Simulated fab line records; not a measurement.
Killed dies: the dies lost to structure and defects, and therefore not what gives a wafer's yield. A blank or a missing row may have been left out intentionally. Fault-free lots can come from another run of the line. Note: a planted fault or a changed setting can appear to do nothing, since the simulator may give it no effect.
Lot-split experiment	flow berkeley-cmos170	23 wafers read from 5 lots, route of 331 steps

== SPLIT DETAILS ==
At UCB170_SPACER_ETCHBACK_03 (etches SiO2 in CHF3/CF4/Ar, stops on Si, target depth 376 nm, time 100 s), the setting time-s was moved away from the recipe's 100 s on 8 of the 23 wafers read, by -13.4% to +12.1%. All remaining wafers had this setting at the recipe value.

The reading comes from the split's own step.

== THE READING ==
oes-product-au, in a.u., at UCB170_SPACER_ETCHBACK_03 (etches SiO2 in CHF3/CF4/Ar, stops on Si, target depth 376 nm, time 100 s). A value of 0.901 a.u. with a standard deviation of 0.017 a.u. is what fault-free wafers of this fab line usually give.

wafer	tool, chamber at the split	time-s as run, s	against the recipe	oes-product-au, a.u.	against lot-mates on the recipe
L074.1	rie-diel-02, 3	86.83	-13.2%	0.961	+0.068
L074.2	rie-diel-02, 1	86.83	-13.2%	0.985	+0.092
L074.3	rie-diel-02, 3	100	recipe	0.874	-
L074.5	rie-diel-02, 1	100	recipe	0.913	-
L074.6	rie-diel-02, 3	86.83	-13.2%	0.952	+0.058
L078.3	rie-diel-04, 2	100	recipe	0.908	-
L078.4	rie-diel-04, 0	100	recipe	0.931	-
L078.5	rie-diel-04, 2	100	recipe	0.899	-
L081.1	rie-diel-04, 3	100	recipe	0.915	-
L081.2	rie-diel-04, 1	112.1	+12.1%	0.863	-0.056
L081.3	rie-diel-04, 0	112.1	+12.1%	0.893	-0.026
L081.4	rie-diel-04, 2	112.1	+12.1%	0.873	-0.046
L081.6	rie-diel-04, 3	100	recipe	0.923	-
L084.1	rie-diel-03, 2	100	recipe	0.902	-
L084.3	rie-diel-03, 0	100	recipe	0.926	-
L084.4	rie-diel-03, 1	100	recipe	0.918	-
L084.5	rie-diel-03, 3	100	recipe	0.901	-
L084.6	rie-diel-03, 0	100	recipe	0.917	-
L085.1	rie-diel-03, 1	86.62	-13.4%	1.003	+0.105
L085.2	rie-diel-03, 2	86.62	-13.4%	0.975	+0.077
L085.3	rie-diel-03, 0	100	recipe	0.916	-
L085.5	rie-diel-03, 2	100	recipe	0.889	-
L085.6	rie-diel-03, 3	100	recipe	0.888	-

FIT RESULTS
A straight line over all 23 wafers: oes-product-au changes by -0.00414 a.u. for each +1% of time-s; r = -0.88; the points scatter about the line by 0.018 a.u.
The same after taking each lot's own level away (the mean of its wafers on the recipe; 23 wafers): -0.00509 a.u. for each +1%; r = -0.93; scatter 0.016 a.u.
On that fit, the largest move of time-s shifts the reading by 0.068 a.u.
Across the lots, their own levels run from 0.8935 to 0.9190 a.u., a range of 1.5 times the standard deviation given above.
So the lot-to-lot level changes the slope: the two fits differ.
Check: +0.0673 a.u. against its lot-mates is what the line predicts for one of the wafers moved furthest among these (-13.4%) when that wafer is left out of the fit. It came out at +0.105 a.u. against them.
Tool readings at the split's step, against how far the setting was moved: oes-product-au r = -0.88.

== OTHER SPLITS ON THESE WAFERS ==
Other splits were also applied to these wafers ahead of the reading. Each is held against what the fit with the lots' levels taken away leaves over:
other split on the same wafers	wafers away from the commonest value	r with oes-product-au (lot level and that fit taken away)
UCB170_ZERO_COAT_01 spin-rpm	7	+0.13
UCB170_ZERO_DEVELOP_05 develop-time-s	6	+0.29
UCB170_WELLDRIVE_OXIDATION_01 temp-c	10	+0.20
UCB170_GATE_EXPOSE_09 dose-mj	8	+0.46

== FILE'S OWN FIT ==
oes-product-au changes by -0.00539 a.u. for each +1% of time-s, r = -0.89.
